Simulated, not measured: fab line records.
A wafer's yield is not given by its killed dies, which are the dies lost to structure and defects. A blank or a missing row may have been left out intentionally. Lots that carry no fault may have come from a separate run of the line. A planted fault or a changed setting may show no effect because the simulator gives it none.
Which tool was responsible? | flow rit_cmos | 45 wafers from 15 lots sampled at 2 of the route's 202 steps

== WHAT THE GAUGES READ, wafer by wafer ==
RIT_ACTIVE_BOW_MEAS_00. Usual: INCOMING_BOW typically reads 0 um, with standard deviation 6.2.
lot  | measured    | on            | INCOMING_BOW (um) | flag
L508 | day 1 15:00 | film_metro-03 | 5 2 -3            |
L510 | day 2 01:00 | film_metro-01 | 4 -5 6            |
L511 | day 2 06:00 | film_metro-02 | 7 5 1             |
L512 | day 2 11:00 | film_metro-03 | 2 7 -5            |
L513 | day 2 16:00 | film_metro-03 | -1 -4 10          |
L516 | day 3 07:02 | film_metro-03 | 6 5 2             |
L517 | day 3 12:01 | film_metro-02 | 16 -2 2           |
L518 | day 3 17:02 | film_metro-01 | 5 1 -3            |
L519 | day 3 22:01 | film_metro-02 | -6 -14 -14        |
L523 | day 4 18:01 | film_metro-02 | -4 -2 -1          |
L526 | day 5 09:00 | film_metro-03 | -5 -10 4          |
L527 | day 5 14:01 | film_metro-03 | -13 4 -1          |
L528 | day 5 19:00 | film_metro-01 | -1 10 5           |
L529 | day 6 00:01 | film_metro-01 | 8 -6 -4           |
L530 | day 6 05:01 | film_metro-02 | -5 2 -6           |

RIT_ACTIVE_THK_MEAS_02. Usual: ACTIVE_OXIDE_THK typically reads 46.6 nm, with standard deviation 0.79.
lot  | measured    | on            | ACTIVE_OXIDE_THK (nm) | flag
L508 | day 1 17:03 | film_metro-03 | 46.8 47.1 45.8        |
L510 | day 2 03:03 | film_metro-02 | 46.4 47.7 47.4        |
L511 | day 2 08:03 | film_metro-01 | 45.8 46.1 45.9        |
L512 | day 2 13:03 | film_metro-01 | 46.1 45.7 47.4        |
L513 | day 2 18:03 | film_metro-02 | 46.7 47.7 47.4        |
L516 | day 3 09:21 | film_metro-03 | 45.9 47.1 46.2        |
L517 | day 3 14:04 | film_metro-02 | 46.3 46.0 46.2        |
L518 | day 3 19:04 | film_metro-02 | 46.3 45.6 47.1        |
L519 | day 4 00:04 | film_metro-03 | 46.3 46.0 46.2        |
L523 | day 4 20:04 | film_metro-03 | 46.2 45.7 46.3        |
L526 | day 5 11:03 | film_metro-02 | 45.3 46.1 44.9        |
L527 | day 5 16:04 | film_metro-02 | 47.5 47.4 47.5        |
L528 | day 5 21:03 | film_metro-03 | 46.8 45.9 46.2        |
L529 | day 6 02:04 | film_metro-02 | 46.3 45.1 46.2        |
L530 | day 6 07:04 | film_metro-02 | 45.6 45.3 45.6        |

== EACH LOT AND THE TOOL THAT RAN IT (in order: tool; ch and the chambers of the sampled wafers; start) ==
The record shows no process step preceding these readings.

== WHAT THE TOOLS THEMSELVES READ (means of the sampled wafers that have a number; where no wafer has one, the mark that the record gives instead) ==
The record holds no such reading with a usual standard deviation.

== THE ANSWER, worked out from the rows above alone ==
Rule: a lot is off if the mean of its wafers that have a number lies more than 3 standard deviations from the usual mean. Also off: a lot with no number at a reading for which 4 or more lots have one. The other lots that the step has rows for count as sound. Order of review: gauges by route order, followed by the tools' own readings, for which a lot's mean as printed above is used. At the first step where some lot is off, the reading lying furthest off is the one used; lots without a number count as furthest.
No lot is off at any reading shown: from this, nothing can be told.

== WHAT HAD BEEN PUT IN BY THE SIMULATOR ==
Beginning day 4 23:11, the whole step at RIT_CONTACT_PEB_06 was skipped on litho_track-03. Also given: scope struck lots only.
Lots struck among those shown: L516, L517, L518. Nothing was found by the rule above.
